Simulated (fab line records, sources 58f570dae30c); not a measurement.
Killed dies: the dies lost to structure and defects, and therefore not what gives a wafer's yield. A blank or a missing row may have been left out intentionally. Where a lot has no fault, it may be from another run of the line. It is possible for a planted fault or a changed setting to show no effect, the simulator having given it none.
Comparing a struck lot with a sound one + flow berkeley_cmos170 + 27 steps out of a route of 331
Sound: these wafers, L538.1, L538.5, L538.6. Struck: wafers L550.1, L550.2, L550.4. The cause is given at the end.
Per side, at each step with rows, come the tool, then ch with its chambers, and then its first start. Under that, the readings that differ: sound wafers + struck wafers + difference of the means + sigmas: that difference in standard deviations of wafers without a fault.
alike: same words and numbers on both sides, and readings whose means sit less than 2 such deviations apart. not compared: any withheld reading, any reading some wafer has no value for, any bound like >300 that may hide the same value, and any number with overlapping values for which the record gives no deviation.
The two part at a step that has a row with sigmas, a row that says differs or no value, or rows on one side only. Non-overlapping numbers with no deviation appear without sigmas and do not part them. A reading that every wafer of one side lacks parts them only if that side has two wafers or more.

first, 5 steps without rows for these wafers: UCB170_CONTACT_COAT_10 (resist thk 900 nm); UCB170_CONTACT_SOFTBAKE_11 (time 60 s); UCB170_CONTACT_EXPOSE_12 (exposes mask CONT, target cd 700 nm); UCB170_CONTACT_PEB_13; UCB170_CONTACT_DEVELOP_14 (develop time 45 s).
UCB170_CONTACT_CD_MEAS_15: the cd target is 700 nm.
  sound on cd_sem-02, day 9 01:47; struck on cd_sem-02, day 11 16:20
  alike: cd_nm
UCB170_CONTACT_OVL_MEAS_16:
  sound on overlay-01, day 9 01:54; struck on overlay-02, day 11 16:27
  alike: CONTACT_OVL
UCB170_CONTACT_ETCH_17: etches BARC in N2/H2.
  sound on rie_diel-03 ch 1,2,3, day 9 01:56; struck on rie_diel-03 ch 1,2,3, day 11 16:29
  alike: drypump_motor_current_A, oes_product_au, throttle_valve_pct
UCB170_CONTACT_ETCH_18: etches PSG in CHF3/CF4/Ar, stops on TiSi2, target depth 840 nm, time 195 s.
  sound: rie_diel-03 ch 1,2,3; struck: rie_diel-03 ch 1,2,3
  alike: drypump_motor_current_A, mfc_ar_sccm, oes_product_au, throttle_valve_pct
  not compared: rf_hours_counter_h
UCB170_CONTACT_STRIP_19: strips in O2.
  sound on plasma_asher-03 ch 0,1, day 9 02:07; struck on plasma_asher-03 ch 0,1, day 11 16:40
  alike: drypump_motor_current_A, oes_product_au
  not compared: rf_hours_counter_h
UCB170_CONTACT_CD_MEAS_90: the cd target is 700 nm.
  sound on cd_sem-01, day 9 02:13; struck on cd_sem-02, day 11 16:46
  alike: cd_nm
then, 1 step without rows for these wafers: UCB170_CONTACT_CLEAN_20 (cleans in SPM, time 600 s).
UCB170_M1_SPUTTER_00: material Al, target thk 600 nm, time 80 s.
  sound on pvd_sputter-03, day 9 02:30; struck on pvd_sputter-03, day 11 17:03
  alike: throttle_valve_pct
UCB170_M1_RS_MEAS_01: measurement is done with a four-point probe.
  sound on film_metro-01, day 9 02:34; struck on film_metro-04, day 11 17:07
| reading           | sound                | struck               | difference | sigmas |
|-------------------|----------------------|----------------------|------------|--------|
| M1_AL_RS (ohm/sq) | 0.0477 0.0483 0.0481 | 0.0581 0.0575 0.0572 | +0.0096    | +16    |
UCB170_M1_THK_MEAS_02: measures by xrf.
  sound on film_metro-01, day 9 02:41; struck on film_metro-04, day 11 17:14
| reading        | sound       | struck      | difference | sigmas |
|----------------|-------------|-------------|------------|--------|
| M1_AL_THK (nm) | 610 602 610 | 522 529 531 | -80        | -10    |
then, 6 steps without rows for these wafers: UCB170_M1_COAT_03; UCB170_M1_COAT_04 (resist thk 900 nm); UCB170_M1_SOFTBAKE_05 (time 60 s); UCB170_M1_EXPOSE_06 (exposes mask METAL1, target cd 700 nm); UCB170_M1_PEB_07; UCB170_M1_DEVELOP_08 (develop time 45 s).
UCB170_M1_CD_MEAS_09: the cd target is 700 nm.
  sound on cd_sem-01, day 9 04:03; struck on cd_sem-02, day 11 18:16
  alike: cd_nm
UCB170_M1_OVL_MEAS_10:
  sound on overlay-02, day 9 04:10; struck on overlay-02, day 11 18:23
  alike: M1_OVL
UCB170_M1_ETCH_11: etches BARC in N2/H2.
  sound on rie_diel-04 ch 0,1,2, day 9 04:12; struck on rie_diel-01 ch 0,1,3, day 11 18:25
  alike: drypump_motor_current_A, oes_product_au, throttle_valve_pct
UCB170_M1_METAL_ETCH_12: etches Al in Cl2/BCl3, stops on PSG, target depth 780 nm, time 130 s.
  sound on rie_metal-02 ch 0,1, day 9 04:15; struck on rie_metal-03 ch 0,1, day 11 18:28
| reading               | sound             | struck            | difference | sigmas |
|-----------------------|-------------------|-------------------|------------|--------|
| oes_product_au (a.u.) | 0.885 0.888 0.875 | 0.781 0.787 0.797 | -0.094     | -5     |
  alike: bcl3_flow_sccm, drypump_motor_current_A, throttle_valve_pct
  not compared: rf_hours_counter_h
UCB170_M1_STRIP_13: strips in O2.
  sound on plasma_asher-03 ch 0,1, day 9 06:29; struck on plasma_asher-02 ch 0,1, day 11 18:35
  alike: drypump_motor_current_A, oes_product_au
  not compared: rf_hours_counter_h
UCB170_M3_PROBE_99:
  only the struck wafers here have rows in the record (prober-02, day 12 13:31); the sound ones have none

== WHERE THEY PART ==
Earliest at UCB170_M1_RS_MEAS_01; latest, in this record, at UCB170_M3_PROBE_99.

WHY: the cause the simulator had injected
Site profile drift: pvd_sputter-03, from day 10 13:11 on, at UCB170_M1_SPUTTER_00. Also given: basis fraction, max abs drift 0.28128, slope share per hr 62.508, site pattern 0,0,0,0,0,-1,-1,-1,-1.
